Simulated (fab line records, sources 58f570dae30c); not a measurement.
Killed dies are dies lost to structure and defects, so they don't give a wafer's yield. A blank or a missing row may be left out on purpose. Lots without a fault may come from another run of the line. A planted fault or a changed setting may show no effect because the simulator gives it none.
Which tool did it? | flow berkeley_cmos170 | 7 lots, 21 wafers sampled, at 2 steps of a route of 331

WHAT THE GAUGES READ, wafer by wafer
UCB170_NWELL_TW_MEAS_16.
lot  | measured    | on            | NWELL_TW
L754 | day 2 15:41 | film_metro-04 | 1248 1253 1260
L757 | day 3 11:14 | film_metro-03 | 1236 1232 1240
L759 | day 3 19:45 | film_metro-03 | 1235 1236 1239
L760 | day 4 05:32 | film_metro-03 | 1240 1241 1234
L768 | day 5 12:31 | film_metro-01 | 1565 1565 1564 1570 1569 1565
L772 | day 6 15:08 | film_metro-01 | 1247 1250 1239
L775 | day 7 08:27 | film_metro-03 | 1235 1240 1243

WHICH TOOL RAN EACH LOT (tool, then ch and the chambers of the sampled wafers, then the start)
lot  | UCB170_NWELL_IMPLANT_14
L754 | implanter-01 ch 0, day 2 15:26
L757 | implanter-01 ch 0, day 3 10:59
L759 | implanter-01 ch 0, day 3 19:31
L760 | implanter-04 ch 0, day 4 05:18
L768 | implanter-02 ch 0, day 5 11:54
L772 | implanter-04 ch 0, day 6 14:53
L775 | implanter-02 ch 0, day 7 08:12
- UCB170_NWELL_IMPLANT_14

THE ANSWER, worked out from the rows above alone
Rule: what is usual is taken from the lots themselves. Put in order of their means at a reading, lots are off if they are a third of the lots or fewer, leave a main group of 4 or more, and stand apart from it by a gap of 3 or more times the standard deviation of the main group's means; of several such gaps the widest counts. A main group whose means are all the same, to the digits that the tables above print for the reading, isn't used. A lot without any number at a reading at which 4 lots or more have one is off too. The other lots that the step has rows for count as sound.
Off: L768, at UCB170_NWELL_TW_MEAS_16 (NWELL_TW). The main group: mean 1242, standard deviation 6.2.
A tool fits if, at a process step before that reading, it ran every lot that is off, and no sound lot after the first of them. The gauges at UCB170_NWELL_TW_MEAS_16 are tried like those tools. None of those tried fits.

WHAT THE SIMULATOR HAD PUT IN
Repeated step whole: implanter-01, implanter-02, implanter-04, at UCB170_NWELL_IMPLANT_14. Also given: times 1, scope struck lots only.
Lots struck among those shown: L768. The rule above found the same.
